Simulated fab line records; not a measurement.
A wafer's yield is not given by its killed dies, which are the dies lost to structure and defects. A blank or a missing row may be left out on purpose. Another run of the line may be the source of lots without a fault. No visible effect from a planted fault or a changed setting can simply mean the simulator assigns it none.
What tool caused it? -- flow ritCmos -- 14 lots, 42 wafers sampled, at 3 steps of a route of 202

WHAT EACH GAUGE READ, for each wafer
RIT_NWELL_TW_MEAS_10.
lot,measured,on,NWELL_TW
L166,day 1 20:56,filmMetro-04,2189 2184 2185
L167,day 2 03:19,filmMetro-03,2134 2145 2142
L168,day 2 07:37,filmMetro-03,2144 2147 2150
L169,day 2 14:32,filmMetro-04,2197 2180 2190
L171,day 3 00:53,filmMetro-03,2140 2142 2140
L174,day 3 13:32,filmMetro-04,2171 2182 2177
L175,day 3 18:03,filmMetro-03,1639 1640 1628
L176,day 4 04:37,filmMetro-03,1647 1638 1646
L181,day 4 23:58,filmMetro-02,2172 2160 2170
L182,day 5 06:19,filmMetro-02,2166 2162 2159
L183,day 5 09:52,filmMetro-02,2170 2153 2162
L186,day 6 00:50,filmMetro-03,2151 2149 2154
L187,day 6 06:04,filmMetro-03,2146 2146 2146
L188,day 6 12:05,filmMetro-03,2144 2133 2153

RIT_WELLDRIVE_RS_MEAS_01: measurement is done with a four-point probe.
lot,measured,on,NWELL_RS (ohm/sq)
L166,day 2 04:09,filmMetro-04,275.5 275.9 275.4
L167,day 2 10:21,filmMetro-04,276.8 276.8 276.7
L168,day 2 16:42,filmMetro-02,275.0 275.2 274.7
L169,day 2 21:47,filmMetro-03,276.3 277.0 276.2
L171,day 3 07:46,filmMetro-04,276.8 276.2 276.5
L174,day 3 20:43,filmMetro-02,275.3 274.4 275.4
L175,day 4 01:42,filmMetro-02,475.1 473.8 478.1
L176,day 4 11:39,filmMetro-02,472.8 472.6 468.3
L181,day 5 06:45,filmMetro-02,274.6 274.2 274.1
L182,day 5 13:02,filmMetro-02,275.0 275.7 275.1
L183,day 5 16:38,filmMetro-02,275.8 275.7 275.2
L186,day 6 08:15,filmMetro-04,275.5 275.3 276.2
L187,day 6 13:27,filmMetro-04,277.0 276.1 275.4
L188,day 6 18:47,filmMetro-04,275.2 275.6 274.9

WHAT TOOL EACH LOT RAN ON (gives the tool, then ch and the chambers of the sampled wafers, and finally the start)
lot,RIT_NWELL_IMPLANT_08
L166,"implanter-03 ch 0, day 1 20:38"
L167,"implanter-02 ch 0, day 2 03:00"
L168,"implanter-04 ch 0, day 2 07:18"
L169,"implanter-04 ch 0, day 2 14:14"
L171,"implanter-04 ch 0, day 3 00:34"
L174,"implanter-02 ch 0, day 3 13:14"
L175,"implanter-04 ch 0, day 3 17:46"
L176,"implanter-04 ch 0, day 4 04:19"
L181,"implanter-02 ch 0, day 4 23:38"
L182,"implanter-02 ch 0, day 5 06:01"
L183,"implanter-03 ch 0, day 5 09:32"
L186,"implanter-03 ch 0, day 6 00:32"
L187,"implanter-02 ch 0, day 6 05:47"
L188,"implanter-02 ch 0, day 6 11:46"
- RIT_NWELL_IMPLANT_08

AS READ BY THE TOOLS THEMSELVES (means over the sampled wafers that have a number; for cases with no such wafer, the mark the record gives instead)
RIT_NWELL_IMPLANT_08.
lot,tool,doseIonsCm2,faradayCurrentUA
L166,implanter-03,5e+13,160
L167,implanter-02,5e+13,157
L168,implanter-04,5e+13,159
L169,implanter-04,5e+13,161
L171,implanter-04,5e+13,157
L174,implanter-02,5e+13,157
L175,implanter-04,2e+13,66
L176,implanter-04,2e+13,67
L181,implanter-02,5e+13,160
L182,implanter-02,5e+13,160
L183,implanter-03,5e+13,157
L186,implanter-03,5e+13,161
L187,implanter-02,5e+13,159
L188,implanter-02,5e+13,157

THE ANSWER, worked out from the rows above alone
Rule: the lots themselves supply what counts as usual. Put in order of their means at a reading, lots are off if they are a third of the lots or fewer, leave a main group of 4 or more, and stand apart from it by a gap of 3 or more times the standard deviation of the main group's means; of several such gaps the widest counts. A main group is skipped when, at the precision printed for the reading in the tables above, its means are all equal. Also off: a lot with no number at a reading for which 4 or more lots have one. Where the step has rows for the other lots, those lots are counted as sound. Order of review: gauges by route order, followed by the tools' own readings, for which a lot's mean as printed above is used. The first step at which some lot is off is used, and at that step the reading that is off furthest; a lot without a number counts as furthest.
Off: at RIT_NWELL_TW_MEAS_10 (NWELL_TW), L175, L176. The main group: mean 2159, standard deviation 17.
If a tool, at a process step before that reading, ran all the lots that are off and no sound lot after the first of them, it fits. Not tried: the gauges at RIT_NWELL_TW_MEAS_10; whatever is off there is also off at RIT_WELLDRIVE_RS_MEAS_01, on other tools, and gauge error can't account for it. One fits: RIT_NWELL_IMPLANT_08 on implanter-04. A fault onset in the window from L171 (day 3 00:34, its last sound lot) to L175 (day 3 17:46, its first lot off) fits.
The tool's own readings at RIT_NWELL_IMPLANT_08 bear it out: on the lots that are off they differ by more than 5 times the standard deviation of the sound lots' means. doseIonsCm2 reads 2e+13 there against 5e+13 on the sound lots; faradayCurrentUA reads 66 there against 159 on the sound lots.

WHAT THE SIMULATOR HAD INSERTED
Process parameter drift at RIT_NWELL_IMPLANT_08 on implanter-04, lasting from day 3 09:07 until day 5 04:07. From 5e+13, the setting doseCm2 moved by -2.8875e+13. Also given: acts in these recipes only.
Lots struck among those shown: L175, L176. The rule above reached the same finding.
